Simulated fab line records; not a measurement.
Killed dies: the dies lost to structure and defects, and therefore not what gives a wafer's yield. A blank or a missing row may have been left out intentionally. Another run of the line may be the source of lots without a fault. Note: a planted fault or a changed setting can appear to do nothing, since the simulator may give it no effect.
Lot-split experiment | flow berkeley cmos170 | on a route of 331 steps: 5 lots, 23 wafers read

== ON THE SPLIT ==
At UCB170_CONTACT_COAT_04 (resist thk 900 nm), the setting resist thk nm was moved away from the recipe's 900 nm on 8 of the 23 wafers read, by +3.6% to +4.3%. The other wafers ran this setting at the recipe's value.

The reading is taken at the split's own step.

== THE READING ==
KrF_of_CONTACT_COAT_04.thk nm (the simulator's own value, which no gauge read), in nm, at UCB170_CONTACT_COAT_04 (resist thk 900 nm). The file gives no usual value for it. The 15 wafers here that ran the recipe average 899.4 nm, standard deviation 1.1 nm.

wafer  | tool, chamber at the split | resist thk nm as run, nm | against the recipe | KrF_of_CONTACT_COAT_04.thk nm, nm | against lot-mates on the recipe
L074.1 | litho track-01, 0          | 900                      | recipe             | 900.3                             | -
L074.2 | litho track-01, 0          | 900                      | recipe             | 898.3                             | -
L074.3 | litho track-01, 0          | 900                      | recipe             | 898.2                             | -
L074.4 | litho track-01, 0          | 900                      | recipe             | 897.9                             | -
L074.5 | litho track-01, 0          | 900                      | recipe             | 900.6                             | -
L076.1 | litho track-01, 0          | 900                      | recipe             | 899.6                             | -
L076.2 | litho track-01, 0          | 900                      | recipe             | 900                               | -
L076.6 | litho track-01, 0          | 900                      | recipe             | 900.1                             | -
L085.1 | litho track-01, 0          | 900                      | recipe             | 898.7                             | -
L085.2 | litho track-01, 0          | 932.3                    | +3.6%              | 931.2                             | +32.4
L085.4 | litho track-01, 0          | 900                      | recipe             | 898.9                             | -
L085.5 | litho track-01, 0          | 932.3                    | +3.6%              | 931.3                             | +32.5
L085.6 | litho track-01, 0          | 932.3                    | +3.6%              | 930                               | +31.2
L082.2 | litho track-03, 0          | 900                      | recipe             | 898.8                             | -
L082.3 | litho track-03, 0          | 900                      | recipe             | 901.9                             | -
L082.4 | litho track-03, 0          | 939                      | +4.3%              | 935.9                             | +35.6
L082.5 | litho track-03, 0          | 939                      | +4.3%              | 936.5                             | +36.2
L082.6 | litho track-03, 0          | 939                      | +4.3%              | 937.5                             | +37.2
L080.1 | litho track-02, 0          | 938.4                    | +4.3%              | 937.6                             | +38.3
L080.2 | litho track-02, 0          | 900                      | recipe             | 898.5                             | -
L080.4 | litho track-02, 0          | 900                      | recipe             | 900.3                             | -
L080.5 | litho track-02, 0          | 900                      | recipe             | 899                               | -
L080.6 | litho track-02, 0          | 938.4                    | +4.3%              | 938.4                             | +39.1

FIT RESULTS
A straight line over all 23 wafers: KrF_of_CONTACT_COAT_04.thk nm changes by +8.77 nm for each +1% of resist thk nm; r = +1.00; the points scatter about the line by 1.1 nm.
The same after taking each lot's own level away (the mean of its wafers on the recipe; 23 wafers): +8.72 nm for each +1%; r = +1.00; scatter 1.2 nm.
That fit puts the effect of the largest move of resist thk nm on the reading at 38 nm.
The span of the lots' own levels, 898.80 to 900.35 nm, comes to 1.4 times the standard deviation stated above.
The two slopes are in agreement: the lot-to-lot level therefore moves the slope only a little.
Check: with one of the wafers moved furthest among these (+4.3%) left out of the fit, the line predicts +38.2 nm for it against its lot-mates. It came out at +35.6 nm against them.

== FURTHER SPLITS ON THESE WAFERS ==
Other splits were also applied to these wafers ahead of the reading. Each is held against what the fit with the lots' levels taken away leaves over:
other split on the same wafers   | wafers away from the commonest value | r with KrF_of_CONTACT_COAT_04.thk nm (lot level and that fit taken away)
UCB170_PSD_PEB_04 peb temp c     | 9                                    | +0.21
UCB170_NSD_COAT_01 resist thk nm | 4                                    | +0.17

== THE WHOLE CHAIN: every reading that the file lists as answering this split, in the file's order ==
step                    | what it does      | reading                                                                        | change (the file's fit)              | r (the file's)
UCB170_CONTACT_COAT_04  | resist thk 900 nm | KrF_of_CONTACT_COAT_04.thk nm (the simulator's own value, which no gauge read) | +8.77 nm for each +1% of the setting | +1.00
UCB170_CONTACT_STRIP_06 | strips in O2      | strip time to endpoint s                                                       | withheld for each +1% of the setting | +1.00

== FILE'S OWN FIT ==
KrF_of_CONTACT_COAT_04.thk nm changes by +8.77 nm for each +1% of resist thk nm, r = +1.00.
